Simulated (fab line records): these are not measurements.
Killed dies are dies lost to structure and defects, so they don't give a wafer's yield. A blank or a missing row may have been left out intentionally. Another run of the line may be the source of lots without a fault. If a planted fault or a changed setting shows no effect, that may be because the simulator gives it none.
Split-lot trial | flow berkeley cmos170 | 5 lots, 23 wafers read, on a route of 331 steps

## THE SPLIT ITSELF
At UCB170_PWELL_COAT_08 (resist thk 900 nm), the setting resist thk nm was moved away from the recipe's 900 nm on 8 of the 23 wafers read, by +2.8% to +4.9%. This setting was run at the recipe's value on the other wafers.

## FROM THE SPLIT TO THE READING: what the file shows between them, 3 steps
- UCB170_PWELL_SOFTBAKE_09: time 60 s
- UCB170_PWELL_EXPOSE_10: exposes mask PWELL, target cd 3000 nm
- UCB170_PWELL_DEVELOP_12: develop time 45 s

## THE READING
KrF_of_PWELL_COAT_08.thk nm (the simulator's own value, which no gauge read), in nm, at UCB170_PWELL_ETCH_14 (etches Si3N4 in CH3F/Ar/O2, stops on SiO2, target depth 242 nm, time 151 s). The file does not state a usual value for it. Across the 15 wafers here that went through the recipe, the average is 724.1 nm and the standard deviation 2.9 nm.

wafer  | tool, chamber at the split | resist thk nm as run, nm | against the recipe | KrF_of_PWELL_COAT_08.thk nm, nm | against lot-mates on the recipe
L075.1 | litho track-04, 0          | 900                      | recipe             | 722.9                           | -
L075.3 | litho track-04, 0          | 900                      | recipe             | 721.6                           | -
L075.4 | litho track-04, 0          | 900                      | recipe             | 727                             | -
L075.5 | litho track-04, 0          | 900                      | recipe             | 720.8                           | -
L075.6 | litho track-04, 0          | 900                      | recipe             | 722.4                           | -
L078.1 | litho track-03, 0          | 900                      | recipe             | 723.6                           | -
L078.5 | litho track-03, 0          | 900                      | recipe             | 720.5                           | -
L078.6 | litho track-03, 0          | 900                      | recipe             | 719.5                           | -
L082.1 | litho track-04, 0          | 900                      | recipe             | 723.9                           | -
L082.2 | litho track-04, 0          | 944                      | +4.9%              | 771.5                           | +45.4
L082.3 | litho track-04, 0          | 944                      | +4.9%              | 765.6                           | +39.5
L082.5 | litho track-04, 0          | 900                      | recipe             | 728.3                           | -
L082.6 | litho track-04, 0          | 944                      | +4.9%              | 766.8                           | +40.7
L084.1 | litho track-04, 0          | 925.5                    | +2.8%              | 750.3                           | +23.8
L084.2 | litho track-04, 0          | 925.5                    | +2.8%              | 754.1                           | +27.6
L084.3 | litho track-04, 0          | 900                      | recipe             | 728.7                           | -
L084.4 | litho track-04, 0          | 925.5                    | +2.8%              | 758.7                           | +32.2
L084.6 | litho track-04, 0          | 900                      | recipe             | 724.4                           | -
L085.1 | litho track-02, 0          | 900                      | recipe             | 728.4                           | -
L085.2 | litho track-02, 0          | 927.2                    | +3.0%              | 755.7                           | +29.9
L085.4 | litho track-02, 0          | 900                      | recipe             | 724.1                           | -
L085.5 | litho track-02, 0          | 900                      | recipe             | 724.9                           | -
L085.6 | litho track-02, 0          | 927.2                    | +3.0%              | 750.5                           | +24.7

THE FIT
A straight line over all 23 wafers: KrF_of_PWELL_COAT_08.thk nm changes by +9.36 nm for each +1% of resist thk nm; r = +0.98; the points scatter about the line by 3.4 nm.
The same after taking each lot's own level away (the mean of its wafers on the recipe; 23 wafers): +8.84 nm for each +1%; r = +0.99; scatter 2.7 nm.
According to that fit, moving resist thk nm by its largest amount changes the reading by 43 nm.
Across the lots, their own levels run from 721.20 to 726.55 nm, a range of 1.9 times the standard deviation given above.
Consequently the slope shifts little with the lot-to-lot level, the two slopes agreeing.
Check: with one of the wafers moved furthest among these (+4.9%) left out of the fit, the line predicts +42.9 nm for it against its lot-mates. It came out at +45.4 nm against them.

## FURTHER SPLITS ON THESE WAFERS
Note: prior to the reading, these wafers also went through further splits. Each is held against what the fit with the lots' levels taken away leaves over:
other split on the same wafers   | wafers away from the commonest value | r with KrF_of_PWELL_COAT_08.thk nm (lot level and that fit taken away)
UCB170_START_OXIDATION_02 temp c | 18                                   | -0.03
UCB170_NWELL_ETCH_13 time s      | 5                                    | -0.44

## THE WHOLE CHAIN: every reading that the file lists as answering this split, in the file's order
step                  | what it does                                                               | reading                                                                      | change (the file's fit)              | r (the file's)
UCB170_PWELL_COAT_08  | resist thk 900 nm                                                          | KrF_of_PWELL_COAT_08.thk nm (the simulator's own value, which no gauge read) | +8.99 nm for each +1% of the setting | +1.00
UCB170_PWELL_ETCH_14  | etches Si3N4 in CH3F/Ar/O2, stops on SiO2, target depth 242 nm, time 151 s | KrF_of_PWELL_COAT_08.thk nm (the simulator's own value, which no gauge read) | +8.91 nm for each +1% of the setting | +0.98
UCB170_PWELL_STRIP_16 | strips in O2                                                               | strip time to endpoint s                                                     | withheld for each +1% of the setting | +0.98

## THE FILE'S OWN FIT
KrF_of_PWELL_COAT_08.thk nm changes by +8.91 nm for each +1% of resist thk nm, r = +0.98.
